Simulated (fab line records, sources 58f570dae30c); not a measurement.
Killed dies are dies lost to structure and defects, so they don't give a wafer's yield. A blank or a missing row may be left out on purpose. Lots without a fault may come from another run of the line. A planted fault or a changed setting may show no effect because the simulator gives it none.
Which tool did it? | flow berkeley_cmos170 | 7 lots, 21 wafers sampled, at 1 step of a route of 331

WHAT THE GAUGES READ, wafer by wafer
UCB170_FIELD_THK_MEAS_02.
lot  | measured     | on            | FIELD_OXIDE_THK (nm)
L924 | day 5 15:29  | film_metro-04 | 556 560 552
L926 | day 6 05:35  | film_metro-03 | 568 561 559
L928 | day 6 20:59  | film_metro-02 | 564 563 568
L931 | day 7 09:49  | film_metro-04 | 553 549 552
L930 | day 8 04:58  | film_metro-03 | 577 577 562
L939 | day 9 02:35  | film_metro-03 | 554 547 555
L944 | day 10 11:56 | film_metro-04 | 568 569 564

WHICH TOOL RAN EACH LOT (tool, then ch and the chambers of the sampled wafers, then the start)
The record holds no process step before these readings.

THE ANSWER, worked out from the rows above alone
Rule: what is usual is taken from the lots themselves. Put in order of their means at a reading, lots are off if they are a third of the lots or fewer, leave a main group of 4 or more, and stand apart from it by a gap of 3 or more times the standard deviation of the main group's means; of several such gaps the widest counts. A main group whose means are all the same, to the digits that the tables above print for the reading, isn't used. A lot without any number at a reading at which 4 lots or more have one is off too. The other lots that the step has rows for count as sound.
No lot is off at any reading shown: from this, nothing can be told.

WHAT THE SIMULATOR HAD PUT IN
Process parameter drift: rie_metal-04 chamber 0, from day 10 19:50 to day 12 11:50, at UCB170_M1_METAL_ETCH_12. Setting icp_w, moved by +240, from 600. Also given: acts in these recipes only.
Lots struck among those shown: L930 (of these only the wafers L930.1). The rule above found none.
